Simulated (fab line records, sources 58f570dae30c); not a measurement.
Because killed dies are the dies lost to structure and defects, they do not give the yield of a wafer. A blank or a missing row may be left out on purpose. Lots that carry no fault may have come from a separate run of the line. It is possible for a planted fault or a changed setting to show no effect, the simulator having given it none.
The tool behind it: which one? + flow berkeley_cmos170 + 7 lots with 21 wafers sampled at 4 steps, on a route of 331 steps

## WHAT EACH GAUGE READ, for each wafer
UCB170_V1_BOW_MEAS_03.
| lot  | measured     | on            | V1_BOW (um) |
|------|--------------|---------------|-------------|
| L331 | day 8 04:33  | film_metro-02 | 21 18 16    |
| L333 | day 8 09:03  | film_metro-02 | 16 15 20    |
| L338 | day 9 18:31  | film_metro-04 | 10 14 9     |
| L346 | day 11 16:10 | film_metro-01 | 38 36 45    |
| L348 | day 11 23:05 | film_metro-01 | 20 16 19    |
| L351 | day 12 14:23 | film_metro-01 | 18 21 17    |
| L352 | day 13 03:07 | film_metro-01 | 16 22 13    |

## TOOL THAT RAN EACH LOT (tool first, then ch and the chambers of the sampled wafers, then the start)
| lot  | UCB170_CONTACT_RTA_08            | UCB170_CONTACT_ETCH_18                        | UCB170_V1_CMP_02              |
|------|----------------------------------|-----------------------------------------------|-------------------------------|
| L331 | rtp_anneal-02 ch 0, day 7 22:02  | rie_diel-04 ch 0,1,2, day 8 04:20 or earlier  | cmp-01 ch 0,1,2, day 8 04:20  |
| L333 | rtp_anneal-02 ch 0, day 8 02:31  | rie_diel-04 ch 0,1,3, day 8 08:45 or earlier  | cmp-02 ch 0,2,3, day 8 08:45  |
| L338 | rtp_anneal-01 ch 0, day 9 12:34  | rie_diel-02 ch 1,2,3, day 9 18:13 or earlier  | cmp-01 ch 0,2,3, day 9 18:13  |
| L346 | rtp_anneal-02 ch 0, day 11 10:25 | rie_diel-02 ch 1,2,3, day 11 15:52 or earlier | cmp-02 ch 0,3, day 11 15:52   |
| L348 | rtp_anneal-02 ch 0, day 11 16:55 | rie_diel-04 ch 0,3, day 11 22:52 or earlier   | cmp-01 ch 1,2,3, day 11 22:52 |
| L351 | rtp_anneal-02 ch 0, day 12 09:17 | rie_diel-02 ch 0,1,3, day 12 14:04 or earlier | cmp-01 ch 0,2,3, day 12 14:04 |
| L352 | rtp_anneal-01 ch 0, day 12 20:48 | rie_diel-02 ch 0,1,2, day 13 02:54 or earlier | cmp-02 ch 0,1,3, day 13 02:54 |
- UCB170_CONTACT_RTA_08: time 10 s.
- UCB170_CONTACT_ETCH_18: etches PSG in CHF3/CF4/Ar, stops on TiSi2, target depth 840 nm, time 195 s.
- UCB170_V1_CMP_02: polishes SiO2.

## THE ANSWER, worked out from the rows above alone
Rule: the usual values come from the lots themselves. Put in order of their means at a reading, lots are off if they are a third of the lots or fewer, leave a main group of 4 or more, and stand apart from it by a gap of 3 or more times the standard deviation of the main group's means; of several such gaps the widest counts. The tables above print the reading to a certain number of digits; a main group whose means all agree to those digits is not used. Also off: a lot with no number at a reading for which 4 or more lots have one. Any other lot the step has rows for is counted as sound.
Off: L346, at UCB170_V1_BOW_MEAS_03 (V1_BOW). The main group has a mean of 17 um with a standard deviation of 2.6.
A tool fits if, at a process step before that reading, it ran every lot that is off, and no sound lot after the first of them. Those tools and the gauges at UCB170_V1_BOW_MEAS_03 are tried in the same way. Because UCB170_CONTACT_ETCH_18 lacks a start for some lots, the hours and order of its lots are taken from UCB170_V1_CMP_02. Not one of the candidates tried fits.

## WHAT THE SIMULATOR PUT IN
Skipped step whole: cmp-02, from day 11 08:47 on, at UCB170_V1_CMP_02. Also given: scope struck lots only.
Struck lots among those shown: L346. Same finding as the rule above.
